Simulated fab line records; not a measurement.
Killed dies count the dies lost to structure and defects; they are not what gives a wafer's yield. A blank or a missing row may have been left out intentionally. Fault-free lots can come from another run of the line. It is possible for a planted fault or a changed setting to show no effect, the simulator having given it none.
A lot that was struck, set against a sound lot -- flow rit_cmos -- 14 out of 202 route steps
Sound: the wafers L776.1, L776.3, L776.5. Wafers struck: L779.3, L779.4, L779.6. The cause comes at the end.
For every step that has rows: the tool of each side, followed by ch and its chambers, followed by its first start. Under that, the readings that differ: sound wafers -- struck wafers -- difference of the means -- sigmas: that difference in standard deviations of wafers without a fault.
alike: same words and numbers on both sides, and readings whose means sit less than 2 such deviations apart. not compared: any withheld reading, any reading some wafer has no value for, any bound like >300 that may hide the same value, and any number with overlapping values for which the record gives no deviation.
The two part at a step that has a row with sigmas, a row that says differs or no value, or rows on one side only. Numbers that don't overlap but have no deviation are shown without sigmas and don't part them. A reading missing from all wafers of one side parts the sides only when that side holds two or more wafers.

first, 2 steps without rows for these wafers: RIT_GATE_CLEAN_03 (cleans in SC2, time 600 s); RIT_GATE_CLEAN_04 (cleans in dHF, time 60 s).
RIT_FOX2_THK_MEAS_91:
  struck on film_metro-04, day 3 00:22; sound on film_metro-04, day 2 16:54
  alike: FIELD_OXIDE_LEFT_2_THK
then, 2 steps without rows for these wafers: RIT_GATE_OXIDATION_05 (target thk 3 nm, ox time 270 s); RIT_GATE_ANNEAL_06 (time 600 s).
RIT_GATE_THK_MEAS_07:
  struck on film_metro-04, day 3 03:02; sound on film_metro-03, day 2 19:12
  alike: GATE_OXIDE_THK
then, 1 step without rows for these wafers: RIT_GATE_CVD_08 (deposits poly-Si from SiH4, target thk 250 nm, time 2220 s).
RIT_GATE_THK_MEAS_09:
  struck on film_metro-04, day 3 04:42; sound on film_metro-03, day 2 20:53
  alike: GATE_POLY_THK
then, 4 steps without rows for these wafers: RIT_GATE_HMDS_10 (prime time 60 s); RIT_GATE_COAT_11 (resist thk 850 nm); RIT_GATE_SOFTBAKE_12 (time 60 s); RIT_GATE_EXPOSE_13 (exposes mask M6, target cd 150 nm).
RIT_GATE_PEB_14:
  sound on litho_track-03 ch 0, day 2 21:38; struck on litho_track-01, day 3 05:22
reading,sound,struck,difference,sigmas
exhaust_pa (Pa),45.3 46.4 45.5,- - -,no value on the struck wafers,
  not compared: chill_plate_temp_C
then, 1 step without rows for these wafers: RIT_GATE_DEVELOP_15 (develop time 50 s).

## WHERE THEY PART
RIT_GATE_PEB_14 only, going by this record.

WHY: what the simulator had put in
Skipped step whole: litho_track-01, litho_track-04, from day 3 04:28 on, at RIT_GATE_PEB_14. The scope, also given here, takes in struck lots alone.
